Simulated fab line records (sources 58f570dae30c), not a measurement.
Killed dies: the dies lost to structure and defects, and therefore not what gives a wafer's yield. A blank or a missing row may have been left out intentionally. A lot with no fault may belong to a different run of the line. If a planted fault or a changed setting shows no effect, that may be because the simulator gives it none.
Problem report in the 8D (eight disciplines) form, filled by code || flow berkeley-cmos170 || the parts of the form that need people (team, actions taken, sign-off) are left out

## 1. WHAT WENT WRONG
M3_AL_RS at UCB170_M3_RS_MEAS_02 reads a mean of 0.0287 ohm/sq on 1 wafer of 1 lot; wafers without a fault read 0.0323 ohm/sq with a standard deviation of 0.00041. That is -8.8 standard deviations from the usual mean.
The step: measures by four-point-probe.
Earliest sighting: wafer L885.3 on film-metro-03 at day 11 14:32. The record holds 39 wafers of 13 lots with a number at this step. By rule, "out" or "out of limits" means more than 4 standard deviations away from the usual mean. Any other wafer with a number is counted as sound.

## 2. WHAT IT IS, WHAT IT ISN'T
{"question": "which readings at this step", "is": "M3_AL_RS", "is not": "-"}
{"question": "which lots", "is": "L885", "is not": "L869, L870, L871, L872, L873, L875, L878, L881, L886, L888, L890, L891"}
{"question": "which wafers of those lots", "is": "L885.3", "is not": "L885.4, L885.5"}
{"question": "read on which gauges", "is": "film-metro-03", "is not": "film-metro-02, film-metro-04"}
{"question": "when", "is": "from day 11 14:32", "is not": "up to then (26 sound wafers); but 12 sound wafers of L886, L888, L890, L891 came after"}

## 3. WHAT RULES OUT EACH SUSPECT
Counting: if a tool at a process step up to the reading ran every lot that is out, it stays a suspect. Sound lots after the first of them don't rule it out here, since some wafers of a struck lot are sound.
- the gauge at UCB170_M3_RS_MEAS_02 is ruled out. All the wafers that are out were read on film-metro-03, but those of them that UCB170_M3_METAL_ETCH_18 has rows for are out there too, on other tools.
- plasma-asher-04 at UCB170_NWELL_STRIP_15 (strips in O2): kept. L885, the lot that is out, went through it at day 5 22:00; up to then, the latest sound lot through it was L881 at day 4 21:19.
- pvd-sputter-02 at UCB170_M3_SPUTTER_01 (material Al, target thk 900 nm, time 120 s): kept. L885, the lot that is out, went through it at day 11 14:25; up to then, the latest sound lot through it was L878 at day 9 20:13.
What counting leaves: plasma-asher-04 at UCB170_NWELL_STRIP_15 and pvd-sputter-02 at UCB170_M3_SPUTTER_01.

## 4. THE CAUSE (what the simulator had put in)
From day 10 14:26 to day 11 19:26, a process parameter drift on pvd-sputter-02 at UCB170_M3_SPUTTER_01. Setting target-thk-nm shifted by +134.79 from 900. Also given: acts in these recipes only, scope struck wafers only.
This tool is one of the 2 suspects left after counting.

## 5. THE EFFECT CHAIN, in route order
Each row: a reading where the mean over the struck wafers with a number is more than 3 standard deviations away from the usual. Only readings whose record carries a usual standard deviation are examined. hours: median over the lots of the time between each lot's start at the first step of this table that gives one and its start at this step. sigmas: the change, counted in usual standard deviations.
{"hours": 0, "step": "UCB170_M3_RS_MEAS_02", "reading": "M3_AL_RS", "usual": "0.0323 ohm/sq", "on struck wafers": 0.0287, "change": -0.0036, "sigmas": -8.8}
{"hours": 11, "step": "UCB170_M3_THK_MEAS_03", "reading": "M3_AL_THK", "usual": "920 nm", "on struck wafers": 1038, "change": "+118", "sigmas": "+9.8"}
{"hours": 19, "step": "UCB170_M3_METAL_ETCH_18", "reading": "oes-product-au", "usual": "0.854 a.u.", "on struck wafers": 0.919, "change": "+0.065", "sigmas": "+5.0"}
Process steps it contains:
- UCB170_M3_METAL_ETCH_18: etches Al in Cl2/BCl3, stops on SiO2, target depth 1170 nm, time 195 s.
Later measuring or inspecting steps at which every struck wafer that the step has a row for has a number for every such reading, and none has moved that far: UCB170_M3_OVL_MEAS_16.

## 6. WHAT WOULD HAVE CAUGHT IT SOONER
The first out-of-limits reading at a measuring or inspecting step in this record came at day 11 14:32, 24 hours after the fault's start at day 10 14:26.
An alarm limit of 4 standard deviations would not have fired on the tool readings at UCB170_M3_SPUTTER_01 for which the record gives a usual standard deviation, since none of them was out on any struck wafer.
By day 11 14:32, every lot that is out (1) had started UCB170_M3_SPUTTER_01 on pvd-sputter-02. Holding the tool at that point would not have protected any of them.
